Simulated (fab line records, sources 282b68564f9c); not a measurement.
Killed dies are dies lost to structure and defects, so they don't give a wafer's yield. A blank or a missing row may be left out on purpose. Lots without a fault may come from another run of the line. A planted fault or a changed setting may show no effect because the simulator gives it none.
fab line records | flow rit_cmos
record lots=15 wafers=45 last_day=7
route steps=202 shown ACTIVE@19 M1@202
lots that met no fault: from a run of the same line without faults
start_h: hours from the record's first day to the start of the lot's first wafer shown | wait_h: hours since the lot's step before | " the same as in the row above | L1.1+2: a row that stands for several wafers | - no value, or no start given | * or withheld: withheld | < > ~ a bound
route shown NAME@n: a module of which the file shows steps, and the number in the route of the first | usual: mean/standard deviation of fault-free wafers | same: alike in all rows | chamber/n: place in a boat | sites: the reading at each site | _std_site: their standard deviation | _edge_site: outer sites' mean less inner sites' | radius_mm: how far each site lies from the wafer's centre | mask NAME#n: copy n | behind: the tool/chamber that last shaped the wafer | hold: why the lot was held/for how many hours/how that ended | device: the transistor (n, p or np) that didn't switch | end of line: the same wafers' tests at the end of the route | a step without rows: its recipe alone | killed: dies lost to structure and defects at the first sort, not the wafer's yield | map: a wafer's dies, x killed, . not, _ none there
set.NAME: the setting as run; set.NAME@STEP: as run at that earlier step | model.NAME: the simulator's own value behind a step, which no gauge read
steps of the route over a sample of lots; a table a step, a row a wafer
services: from which hour (start_h, from the record's first day; less than 0 if before it) a tool's chamber was out of use, for how many hours, and why
## steps
# step RIT_ACTIVE_CLEAN_17
# recipe chemistry=SC2 mix=3:3:50 time_s=600 temp_c=75 dry=n2_spin
# usual bath_heat_duty_pct=15.7/2.7
# columns lot.wafer tool chamber start_h wait_h bath_heat_duty_pct
L656.1 wet_bench-04 1 16.96 0.0 16.6
L656.3 " 1 " " 15.4
L656.5 " 1 " " 14.7
L658.2 wet_bench-02 3 25.35 0.0 16.0
L658.3 " 3 " " 16.4
L658.5 " 3 " " 15.7
L660.1 wet_bench-01 3 35.53 0.0 10.4
L660.2 " 3 " " 11.6
L660.6 " 3 " " 11.4
L662.1 wet_bench-04 3 45.45 0.0 18.5
L662.3 " 3 " " 18.7
L662.5 " 3 " " 18.7
L666.2 wet_bench-02 2 65.69 0.0 18.5
L666.4 " 2 " " 17.0
L666.6 " 2 " " 17.8
L667.3 wet_bench-04 0 70.33 0.0 15.4
L667.5 " 0 " " 16.4
L667.6 " 0 " " 15.5
L668.2 wet_bench-02 2 75.33 0.0 18.0
L668.5 " 2 " " 19.6
L668.6 " 2 " " 17.5
L669.1 wet_bench-01 0 81.53 0.0 16.0
L669.2 " 0 " " 16.7
L669.6 " 0 " " 17.0
L670.3 wet_bench-04 0 85.35 0.0 17.0
L670.4 " 0 " " 15.4
L670.6 " 0 " " 15.2
L671.1 wet_bench-01 1 91.15 0.0 14.7
L671.2 " 1 " " 15.4
L671.6 " 1 " " 14.7
L674.1 wet_bench-01 0 108.61 0.0 16.2
L674.2 " 0 " " 16.9
L674.3 " 0 " " 16.1
L675.1 wet_bench-01 2 110.47 0.0 20.3
L675.3 " 2 " " 20.0
L675.6 " 2 " " 20.6
L676.2 wet_bench-01 3 115.45 0.0 11.2
L676.3 " 3 " " 10.9
L676.5 " 3 " " 10.9
L677.1 wet_bench-01 3 120.45 0.0 11.3
L677.4 " 3 " " 12.4
L677.5 " 3 " " 10.5
L678.2 wet_bench-02 0 125.50 0.0 17.3
L678.3 " 0 " " 17.1
L678.6 " 0 " " 16.5
# step RIT_M1_PROBE_99
# usual killed_at_M0_to_M3=0.0/0.12 killed_at_contacts=0.1/0.31 killed_at_front_end=7/3.2 killed_dies=7/3.2 killed_on_rim=1.8/1.3 killed_open=3.6/2.1 killed_short=3.5/2.1
# same gross_dies=264 killed_at_M4_up=0 killed_at_back_side=0 killed_at_other=0
# columns lot.wafer tool chamber start_h wait_h killed_at_M0_to_M3 killed_at_contacts killed_at_front_end killed_dies killed_on_rim killed_open killed_short
L656.1 prober-01 - 60.95 0.1 0 0 6 6 3 3 3
L656.3 prober-01 - 61.05 0.2 0 0 2 2 1 0 2
L656.5 prober-01 - 61.15 0.2 0 0 5 5 0 3 2
L658.2 prober-01 - 73.72 0.1 0 0 14 14 2 3 9
L658.3 prober-01 - 73.77 0.2 0 0 12 12 3 8 4
L658.5 prober-01 - 73.87 0.2 0 0 11 11 3 6 4
L660.1 prober-02 - 77.95 0.1 0 0 11 11 5 7 4
L660.2 prober-02 - 78.00 0.1 0 0 5 5 3 2 3
L660.6 prober-02 - 78.20 0.2 0 0 6 6 2 2 4
L662.1 prober-02 - 88.82 0.1 0 0 6 6 2 2 4
L662.3 prober-02 - 88.92 0.2 0 0 3 3 1 1 2
L662.5 prober-02 - 89.02 0.2 0 0 3 3 1 2 1
L666.2 prober-02 - 106.77 0.1 0 0 15 15 5 10 5
L666.4 prober-02 - 106.87 0.2 0 1 7 8 2 0 8
L666.6 prober-02 - 106.97 0.2 0 0 12 12 3 8 4
L667.3 prober-01 - 115.79 0.2 0 0 6 6 0 3 3
L667.5 prober-01 - 115.89 0.2 0 0 6 6 3 5 1
L667.6 prober-01 - 115.94 0.2 0 0 4 4 0 2 2
L668.2 prober-02 - 120.14 0.1 0 0 10 10 2 5 5
L668.5 prober-02 - 120.29 0.2 0 0 5 5 1 3 2
L668.6 prober-02 - 120.34 0.2 0 0 6 6 1 3 3
L669.1 prober-01 - 123.67 0.1 0 0 7 7 2 3 4
L669.2 prober-01 - 123.72 0.1 0 0 5 5 1 2 3
L669.6 prober-01 - 123.92 0.2 0 0 9 9 1 2 7
L670.3 prober-02 - 129.80 0.2 0 0 6 6 4 4 2
L670.4 prober-02 - 129.85 0.2 0 0 13 13 4 6 7
L670.6 prober-02 - 129.95 0.2 0 0 5 5 1 4 1
L671.1 prober-01 - 132.82 0.1 0 0 3 3 0 1 2
L671.2 prober-01 - 132.87 0.1 0 0 8 8 4 4 4
L671.6 prober-01 - 133.07 0.2 0 0 7 7 4 5 2
L674.1 prober-02 - 153.58 0.1 0 0 5 5 2 1 4
L674.2 prober-02 - 153.63 0.1 0 0 8 8 0 3 5
L674.3 prober-02 - 153.68 0.2 0 0 9 9 1 4 5
L675.1 prober-01 - 154.89 0.1 0 0 29 29 11 5 3
L675.3 prober-01 - 154.99 0.2 0 0 26 26 11 3 4
L675.6 prober-01 - 155.14 0.2 0 0 29 29 7 5 4
L676.2 prober-02 - 156.44 0.1 0 0 28 28 5 0 2
L676.3 prober-02 - 156.49 0.2 0 0 32 32 6 2 3
L676.5 prober-02 - 156.59 0.2 0 0 39 39 12 0 8
L677.1 prober-01 - 162.12 0.1 0 2 31 33 8 3 2
L677.4 prober-01 - 162.27 0.2 0 0 38 38 7 4 5
L677.5 prober-01 - 162.32 0.2 1 0 35 36 11 7 1
L678.2 prober-02 - 167.92 0.1 0 0 4 4 0 2 2
L678.3 prober-02 - 167.97 0.2 0 1 6 7 1 4 3
L678.6 prober-02 - 168.12 0.2 0 0 4 4 1 2 2
# killed by level:class
L656.1 SILICIDE:geometric_particle:open=2 FOX2:geometric_particle:short=1 GATE:geometric_particle:short=1 SPACER:geometric_particle:open=1 SPACER:geometric_particle:short=1
L656.3 FOX1:geometric_particle:short=2
L656.5 SPACER:geometric_particle:short=2 GATE:geometric_particle:open=1 REOX:geometric_particle:open=1 SILICIDE:geometric_particle:open=1
L658.2 GATE:geometric_particle:short=3 FOX1:geometric_particle:short=2 FOX2:geometric_particle:open=2 FOX2:geometric_particle:short=2 REOX:geometric_particle:short=2 PLDD:coat_microbubble_printed=2 GATE:geometric_particle:open=1
L658.3 GATE:geometric_particle:open=6 GATE:geometric_particle:short=2 FOX1:geometric_particle:open=1 FOX2:geometric_particle:open=1 SPACER:geometric_particle:short=1 SILICIDE:geometric_particle:short=1
L658.5 GATE:geometric_particle:open=4 REOX:geometric_particle:short=2 SILICIDE:geometric_particle:open=2 FOX1:geometric_particle:short=1 FOX2:geometric_particle:short=1 PLDD:coat_microbubble_printed=1
L660.1 SPACER:geometric_particle:open=4 REOX:geometric_particle:open=2 SPACER:geometric_particle:short=2 SILICIDE:geometric_particle:short=2 GATE:geometric_particle:open=1
L660.2 SILICIDE:geometric_particle:short=2 FOX1:geometric_particle:open=1 GATE:geometric_particle:short=1 SPACER:geometric_particle:open=1
L660.6 REOX:geometric_particle:open=2 SILICIDE:geometric_particle:short=2 REOX:geometric_particle:short=1 SPACER:geometric_particle:short=1
L662.1 GATE:geometric_particle:short=2 SILICIDE:geometric_particle:short=2 SPACER:geometric_particle:open=1 SILICIDE:geometric_particle:open=1
L662.3 FOX1:geometric_particle:short=1 GATE:geometric_particle:short=1 SPACER:geometric_particle:open=1
L662.5 FOX1:geometric_particle:short=1 GATE:geometric_particle:open=1 REOX:geometric_particle:open=1
L666.2 GATE:geometric_particle:open=6 GATE:geometric_particle:short=5 REOX:geometric_particle:open=2 FOX1:geometric_particle:open=1 SILICIDE:geometric_particle:open=1
L666.4 REOX:geometric_particle:short=3 FOX1:geometric_particle:short=2 SILICIDE:geometric_particle:short=2 CONTACT:geometric_particle:short=1
L666.6 GATE:geometric_particle:open=2 REOX:geometric_particle:open=2 SPACER:geometric_particle:short=2 SPACER:geometric_particle:open=2 FOX1:geometric_particle:open=1 FOX1:geometric_particle:short=1 REOX:geometric_particle:short=1 SILICIDE:geometric_particle:open=1
L667.3 FOX1:geometric_particle:short=2 FOX1:geometric_particle:open=2 GATE:geometric_particle:short=1 REOX:geometric_particle:open=1
L667.5 GATE:geometric_particle:open=2 REOX:geometric_particle:open=2 GATE:geometric_particle:short=1 SPACER:geometric_particle:open=1
L667.6 FOX1:geometric_particle:open=1 GATE:geometric_particle:open=1 GATE:geometric_particle:short=1 SPACER:geometric_particle:short=1
L668.2 GATE:geometric_particle:short=2 ACTIVE:geometric_particle:short=1 FOX1:geometric_particle:open=1 FOX2:geometric_particle:open=1 GATE:geometric_particle:open=1 REOX:geometric_particle:open=1 SPACER:geometric_particle:open=1 SPACER:geometric_particle:short=1
L668.5 FOX1:geometric_particle:short=1 FOX1:geometric_particle:open=1 REOX:geometric_particle:open=1 SPACER:geometric_particle:open=1 SILICIDE:geometric_particle:short=1
L668.6 SILICIDE:geometric_particle:short=2 GATE:geometric_particle:short=1 GATE:geometric_particle:open=1 REOX:geometric_particle:open=1 SILICIDE:geometric_particle:open=1
L669.1 GATE:geometric_particle:short=2 GATE:geometric_particle:open=2 SPACER:geometric_particle:short=2 SPACER:geometric_particle:open=1
L669.2 FOX1:geometric_particle:open=2 GATE:geometric_particle:short=2 SPACER:geometric_particle:short=1
L669.6 SPACER:geometric_particle:short=3 FOX1:geometric_particle:short=2 FOX1:geometric_particle:open=1 FOX2:geometric_particle:open=1 GATE:geometric_particle:short=1 REOX:geometric_particle:short=1
L670.3 GATE:geometric_particle:open=3 FOX1:geometric_particle:open=1 REOX:geometric_particle:short=1 SILICIDE:geometric_particle:short=1
L670.4 SILICIDE:geometric_particle:open=5 GATE:geometric_particle:short=4 SPACER:geometric_particle:short=2 GATE:geometric_particle:open=1 SILICIDE:geometric_particle:short=1
L670.6 SILICIDE:geometric_particle:open=3 FOX2:geometric_particle:short=1 REOX:geometric_particle:open=1
L671.1 GATE:geometric_particle:short=2 FOX1:geometric_particle:open=1
L671.2 GATE:geometric_particle:open=3 FOX1:geometric_particle:open=1 FOX1:geometric_particle:short=1 FOX2:geometric_particle:short=1 GATE:geometric_particle:short=1 SPACER:geometric_particle:short=1
L671.6 GATE:geometric_particle:open=4 GATE:geometric_particle:short=1 SILICIDE:geometric_particle:open=1 SILICIDE:geometric_particle:short=1
L674.1 FOX1:geometric_particle:short=1 FOX2:geometric_particle:short=1 REOX:geometric_particle:open=1 REOX:geometric_particle:short=1 SPACER:geometric_particle:short=1
L674.2 GATE:geometric_particle:short=2 GATE:geometric_particle:open=2 REOX:geometric_particle:short=2 REOX:geometric_particle:open=1 SPACER:geometric_particle:short=1
L674.3 GATE:geometric_particle:short=2 REOX:geometric_particle:open=2 FOX1:geometric_particle:open=1 REOX:geometric_particle:short=1 FOX2:geometric_particle:short=1 GATE:geometric_particle:open=1 SILICIDE:geometric_particle:short=1
L675.1 ACTIVE:unspecified=21 FOX1:geometric_particle:short=2 GATE:geometric_particle:open=2 FOX1:geometric_particle:open=1 REOX:geometric_particle:open=1 SPACER:geometric_particle:short=1 SILICIDE:geometric_particle:open=1
L675.3 ACTIVE:unspecified=19 FOX2:geometric_particle:open=2 GATE:geometric_particle:short=2 FOX1:geometric_particle:short=1 SILICIDE:geometric_particle:open=1 SILICIDE:geometric_particle:short=1
L675.6 ACTIVE:unspecified=20 SPACER:geometric_particle:open=2 FOX2:geometric_particle:short=1 FOX1:geometric_particle:short=1 GATE:geometric_particle:short=1 GATE:geometric_particle:open=1 REOX:geometric_particle:open=1 SPACER:geometric_particle:short=1
L676.2 ACTIVE:unspecified=26 SPACER:geometric_particle:short=2
L676.3 ACTIVE:unspecified=27 GATE:geometric_particle:short=2 FOX2:geometric_particle:open=1 SPACER:geometric_particle:open=1 SILICIDE:geometric_particle:short=1
L676.5 ACTIVE:unspecified=31 REOX:geometric_particle:short=2 SPACER:geometric_particle:short=2 FOX1:geometric_particle:short=1 FOX2:geometric_particle:short=1 GATE:geometric_particle:short=1 SILICIDE:geometric_particle:short=1
L677.1 ACTIVE:unspecified=28 CONTACT:geometric_particle:open=2 GATE:geometric_particle:short=1 GATE:geometric_particle:open=1 SILICIDE:geometric_particle:short=1
L677.4 ACTIVE:unspecified=29 GATE:geometric_particle:open=3 FOX2:geometric_particle:short=2 GATE:geometric_particle:short=2 SPACER:geometric_particle:short=1 SILICIDE:geometric_particle:open=1
L677.5 ACTIVE:unspecified=28 SPACER:geometric_particle:open=3 GATE:geometric_particle:open=2 FOX1:geometric_particle:open=1 REOX:geometric_particle:open=1 M1:geometric_particle:short=1
L678.2 FOX1:geometric_particle:short=2 FOX2:geometric_particle:open=2
L678.3 GATE:geometric_particle:open=2 GATE:geometric_particle:short=2 REOX:geometric_particle:open=1 SPACER:geometric_particle:short=1 CONTACT:geometric_particle:open=1
L678.6 REOX:geometric_particle:short=2 REOX:geometric_particle:open=2
## services
# columns tool chamber start_h hours kind
wet_bench-04 - 114.28 4.6 repair
## key
first_sign step=RIT_M1_PROBE_99 reading=killed_dies direction=up sigmas=7.9 usual=7 struck=32
effect step=RIT_M1_PROBE_99 reading=killed_at_front_end direction=up sigmas=7.9 usual=7 struck=32
met_at RIT_ACTIVE_CLEAN_17
struck_lots L675,L676,L677
tester_left_out L675,L676,L677
onset_between 108.61 110.47
fault kind=chamber_particle_source tool=wet_bench-01 chamber=- onset_h=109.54 steps=RIT_ACTIVE_CLEAN_17 rate_per_visit_cm2=0.69953 end_h=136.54
# tester_left_out: of these lots the tester's yield and bins aren't shown, on N5 and GAA mostly nor the transistor test; their killed dies are dies lost to structure and defects alone, not to doping, threshold or leakage, so they don't give the yield
